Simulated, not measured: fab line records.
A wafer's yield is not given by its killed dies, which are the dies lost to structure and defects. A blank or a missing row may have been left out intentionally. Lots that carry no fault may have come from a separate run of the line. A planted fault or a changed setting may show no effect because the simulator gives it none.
Which of the tools did it? / flow berkeley cmos170 / 14 lots, 42 wafers sampled, at 4 steps of a route of 331

== WHAT THE GAUGES READ, wafer by wafer ==
UCB170_M2_THK_MEAS_03: measures by xrf.
lot=L745; measured=day 8 19:05; on=film metro-02; M2_AL_THK (nm)=888 887 894
lot=L746; measured=day 9 09:58; on=film metro-04; M2_AL_THK (nm)=911 917 912
lot=L747; measured=day 9 13:47; on=film metro-04; M2_AL_THK (nm)=901 904 917
lot=L748; measured=day 9 13:41; on=film metro-03; M2_AL_THK (nm)=908 906 908
lot=L753; measured=day 10 22:02; on=film metro-03; M2_AL_THK (nm)=907 891 894
lot=L754; measured=day 10 20:48; on=film metro-02; M2_AL_THK (nm)=907 903 912
lot=L757; measured=day 11 23:25; on=film metro-04; M2_AL_THK (nm)=905 904 903
lot=L758; measured=day 11 17:35; on=film metro-03; M2_AL_THK (nm)=905 912 914
lot=L763; measured=day 13 05:28; on=film metro-03; M2_AL_THK (nm)=900 889 902
lot=L764; measured=day 13 07:34; on=film metro-04; M2_AL_THK (nm)=906 906 894
lot=L765; measured=day 13 07:47; on=film metro-04; M2_AL_THK (nm)=899 867 888
lot=L766; measured=day 13 08:13; on=film metro-02; M2_AL_THK (nm)=908 923 917
lot=L767; measured=day 13 07:23; on=film metro-04; M2_AL_THK (nm)=871 885 892
lot=L768; measured=day 14 02:58; on=film metro-02; M2_AL_THK (nm)=887 905 903

UCB170_M3_OVL_MEAS_16.
lot=L745; measured=day 9 02:20; on=overlay-02; M3_OVL (nm)=5 6 -3
lot=L746; measured=day 9 18:05; on=overlay-02; M3_OVL (nm)=-1 4 0
lot=L747; measured=day 9 21:21; on=overlay-02; M3_OVL (nm)=-10 0 -12
lot=L748; measured=day 9 21:04; on=overlay-01; M3_OVL (nm)=-8 -7 -16
lot=L753; measured=day 11 09:54; on=overlay-02; M3_OVL (nm)=-13 -22 -4
lot=L754; measured=day 11 07:44; on=overlay-01; M3_OVL (nm)=-6 -18 -9
lot=L757; measured=day 12 08:55; on=overlay-02; M3_OVL (nm)=7 -2 -6
lot=L758; measured=day 12 04:42; on=overlay-02; M3_OVL (nm)=-8 5 0
lot=L763; measured=day 13 18:04; on=overlay-02; M3_OVL (nm)=7 -3 5
lot=L764; measured=day 13 19:38; on=overlay-01; M3_OVL (nm)=1 2 -1
lot=L765; measured=day 13 20:08; on=overlay-02; M3_OVL (nm)=-5 -4 4
lot=L766; measured=day 13 20:16; on=overlay-02; M3_OVL (nm)=5 -9 -3
lot=L767; measured=day 13 19:21; on=overlay-01; M3_OVL (nm)=-2 9 1
lot=L768; measured=day 14 12:11; on=overlay-02; M3_OVL (nm)=-6 1 -11

UCB170_M3_BOW_MEAS_20.
lot=L745; measured=day 9 02:49; on=film metro-01; M3_BOW (um)=27 36 28
lot=L746; measured=day 9 18:39; on=film metro-04; M3_BOW (um)=33 44 41
lot=L747; measured=day 9 21:51; on=film metro-04; M3_BOW (um)=37 33 54
lot=L748; measured=day 9 21:33; on=film metro-01; M3_BOW (um)=31 25 36
lot=L753; measured=day 11 10:23; on=film metro-01; M3_BOW (um)=32 31 24
lot=L754; measured=day 11 08:15; on=film metro-01; M3_BOW (um)=33 41 44
lot=L757; measured=day 12 09:25; on=film metro-04; M3_BOW (um)=40 40 38
lot=L758; measured=day 12 05:11; on=film metro-01; M3_BOW (um)=32 31 29
lot=L763; measured=day 13 18:36; on=film metro-04; M3_BOW (um)=31 27 31
lot=L764; measured=day 13 20:07; on=film metro-02; M3_BOW (um)=31 36 25
lot=L765; measured=day 13 20:38; on=film metro-01; M3_BOW (um)=40 43 41
lot=L766; measured=day 13 20:46; on=film metro-04; M3_BOW (um)=34 41 25
lot=L767; measured=day 13 19:50; on=film metro-04; M3_BOW (um)=27 30 34
lot=L768; measured=day 14 12:41; on=film metro-04; M3_BOW (um)=40 23 38

== WHICH TOOL RAN EACH LOT (tool, then ch and the chambers of the sampled wafers, then the start) ==
lot=L745; UCB170_FIELD_WET_ETCH_06=wet bench-02 ch 3, day 5 23:08
lot=L746; UCB170_FIELD_WET_ETCH_06=wet bench-03 ch 0, day 6 10:01
lot=L747; UCB170_FIELD_WET_ETCH_06=wet bench-03 ch 2, day 6 10:01
lot=L748; UCB170_FIELD_WET_ETCH_06=wet bench-03 ch 2, day 6 10:01
lot=L753; UCB170_FIELD_WET_ETCH_06=wet bench-01 ch 3, day 7 18:04
lot=L754; UCB170_FIELD_WET_ETCH_06=wet bench-01 ch 0, day 7 18:04
lot=L757; UCB170_FIELD_WET_ETCH_06=wet bench-02 ch 1, day 8 17:30
lot=L758; UCB170_FIELD_WET_ETCH_06=wet bench-02 ch 3, day 8 17:30
lot=L763; UCB170_FIELD_WET_ETCH_06=wet bench-02 ch 3, day 9 22:32
lot=L764; UCB170_FIELD_WET_ETCH_06=wet bench-02 ch 0, day 9 22:32
lot=L765; UCB170_FIELD_WET_ETCH_06=wet bench-03 ch 2, day 10 07:35
lot=L766; UCB170_FIELD_WET_ETCH_06=wet bench-03 ch 2, day 10 07:35
lot=L767; UCB170_FIELD_WET_ETCH_06=wet bench-03 ch 2, day 10 07:35
lot=L768; UCB170_FIELD_WET_ETCH_06=wet bench-02 ch 0, day 11 02:29
- UCB170_FIELD_WET_ETCH_06: etches SiO2 in BOE, time 22 s.

== WHAT THE TOOLS THEMSELVES READ (means of the sampled wafers that have a number; where no wafer has one, the mark that the record gives instead) ==
The record holds no such reading with a usual standard deviation.

== THE ANSWER, worked out from the rows above alone ==
Rule: the lots themselves supply what counts as usual. The widest of any qualifying gaps counts: lots, ordered by their means at a reading, are off when they make up no more than a third of the lots, leave a main group of 4 or more, and stand apart from it by 3 or more times the standard deviation of that group's means. If all means in a main group match to the digits the tables above print for the reading, that group is not used. Also off: a lot with no number at a reading for which 4 or more lots have one. All remaining lots with rows at the step are treated as sound. The gauges are gone through in route order, then the tools' own readings, and for those a lot's mean is taken as printed above. The first step at which some lot is off is used, and at that step the reading that is off furthest; a lot without a number counts as furthest.
Nothing can be told from this: no lot is off at any reading shown.

== WHAT WAS PUT IN BY THE SIMULATOR ==
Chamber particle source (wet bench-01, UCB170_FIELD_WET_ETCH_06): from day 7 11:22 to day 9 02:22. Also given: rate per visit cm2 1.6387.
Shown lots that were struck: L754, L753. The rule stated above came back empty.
